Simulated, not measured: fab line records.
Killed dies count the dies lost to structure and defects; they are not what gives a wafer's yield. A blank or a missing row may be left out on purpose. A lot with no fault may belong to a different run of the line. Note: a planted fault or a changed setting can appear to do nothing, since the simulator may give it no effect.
Split-lot study -- flow rit cmos -- 23 wafers read across 5 lots, on a route 202 steps long

ABOUT THE SPLIT
At RIT_NWELL_IMPLANT_08, the setting dose cm2 was moved away from the recipe's 5e+13 on 10 of the 23 wafers read, by -5.4% to +7.2%. This setting was run at the recipe's value on the other wafers.

FROM THE SPLIT TO THE READING: what the file shows between them, 10 steps
- RIT_NWELL_STRIP_09: strips in O2, time 180 s
- RIT_NWELL_TW_MEAS_10
- RIT_PWELL_COAT_01: resist thk 1300 nm (also split here: spin rpm)
- RIT_PWELL_SOFTBAKE_02: time 60 s
- RIT_PWELL_EXPOSE_03: exposes mask M3, target cd 43700 nm
- RIT_PWELL_DEVELOP_05: develop time 68 s
- RIT_PWELL_HARDBAKE_07: time 120 s
- RIT_PWELL_IMPLANT_08 (also split here: dose cm2)
- RIT_PWELL_STRIP_09: strips in O2, time 180 s
- RIT_WELLDRIVE_ANNEAL_00: time 14700 s

THE READING
NWELL_RS, in ohm/sq, at RIT_WELLDRIVE_RS_MEAS_01 (measures by four-point-probe). Typical for fault-free wafers on this fab line: 275.7 ohm/sq, with standard deviation 0.91 ohm/sq.

wafer,"tool, chamber at the split",dose cm2 as run,against the recipe,"NWELL_RS, ohm/sq",against lot-mates on the recipe
L074.1,"implanter-04, 0",5.182e+13,+3.6%,269.6,-5.8
L074.2,"implanter-04, 0",5.182e+13,+3.6%,270.1,-5.3
L074.4,"implanter-04, 0",5e+13,recipe,275.3,-
L074.5,"implanter-04, 0",5.182e+13,+3.6%,269.1,-6.3
L074.6,"implanter-04, 0",5e+13,recipe,275.5,-
L076.1,"implanter-04, 0",5e+13,recipe,276.2,-
L076.2,"implanter-04, 0",5e+13,recipe,275.3,-
L076.5,"implanter-04, 0",5e+13,recipe,276.2,-
L078.1,"implanter-02, 0",5e+13,recipe,275.1,-
L078.2,"implanter-02, 0",5.359e+13,+7.2%,264.8,-10.5
L078.4,"implanter-02, 0",5.359e+13,+7.2%,263.7,-11.6
L078.5,"implanter-02, 0",5e+13,recipe,275.9,-
L078.6,"implanter-02, 0",5e+13,recipe,274.9,-
L083.1,"implanter-02, 0",5e+13,recipe,276.3,-
L083.2,"implanter-02, 0",4.825e+13,-3.5%,282.9,+6.5
L083.3,"implanter-02, 0",5e+13,recipe,276.4,-
L083.4,"implanter-02, 0",4.825e+13,-3.5%,283.0,+6.6
L083.6,"implanter-02, 0",4.825e+13,-3.5%,283.0,+6.6
L084.1,"implanter-03, 0",4.732e+13,-5.4%,284.4,+8.5
L084.2,"implanter-03, 0",4.732e+13,-5.4%,285.2,+9.3
L084.3,"implanter-03, 0",5e+13,recipe,276.4,-
L084.4,"implanter-03, 0",5e+13,recipe,275.3,-
L084.5,"implanter-03, 0",5e+13,recipe,276.0,-

THE FIT
A straight line over all 23 wafers: NWELL_RS changes by -1.71 ohm/sq for each +1% of dose cm2; r = -0.99; the points scatter about the line by 0.67 ohm/sq.
The same after taking each lot's own level away (the mean of its wafers on the recipe; 23 wafers): -1.64 ohm/sq for each +1%; r = -1.00; scatter 0.52 ohm/sq.
The reading moves by 12 ohm/sq for the largest change in dose cm2, on that fit.
Measured against the standard deviation above, the lots' own levels, which go from 275.30 to 276.35 ohm/sq, span 1.2 times it.
Hence the lot-to-lot level has little effect on the slope; both slopes agree.
Check: for one of the wafers moved furthest among these (+7.2%), held out of the fit, the line's prediction against its lot-mates is -11.9 ohm/sq. Against them it came out at -10.5 ohm/sq.

THESE WAFERS: OTHER SPLITS
These wafers also went through other splits before the reading. Each is held against what the fit with the lots' levels taken away leaves over:
other split on the same wafers,wafers away from the commonest value,r with NWELL_RS (lot level and that fit taken away)
RIT_ACTIVE_COAT_06 resist thk nm,6,+0.01
RIT_ACTIVE_DEVELOP_10 develop time s,6,-0.44
RIT_FOX1_OXIDATION_00 temp c,15,-0.08
RIT_PWELL_COAT_01 spin rpm,12,+0.22
RIT_PWELL_IMPLANT_08 dose cm2,8,-0.14

THE WHOLE CHAIN: every reading that the file lists as answering this split, in the file's order
step,what it does,reading,change (the file's fit),r (the file's)
RIT_NWELL_TW_MEAS_10,,NWELL_TW,+6.08 for each +1% of the setting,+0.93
RIT_WELLDRIVE_RS_MEAS_01,measures by four-point-probe,NWELL_RS,-1.62 for each +1% of the setting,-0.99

THE FILE'S OWN FIT
NWELL_RS changes by -1.62 ohm/sq for each +1% of dose cm2, r = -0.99.
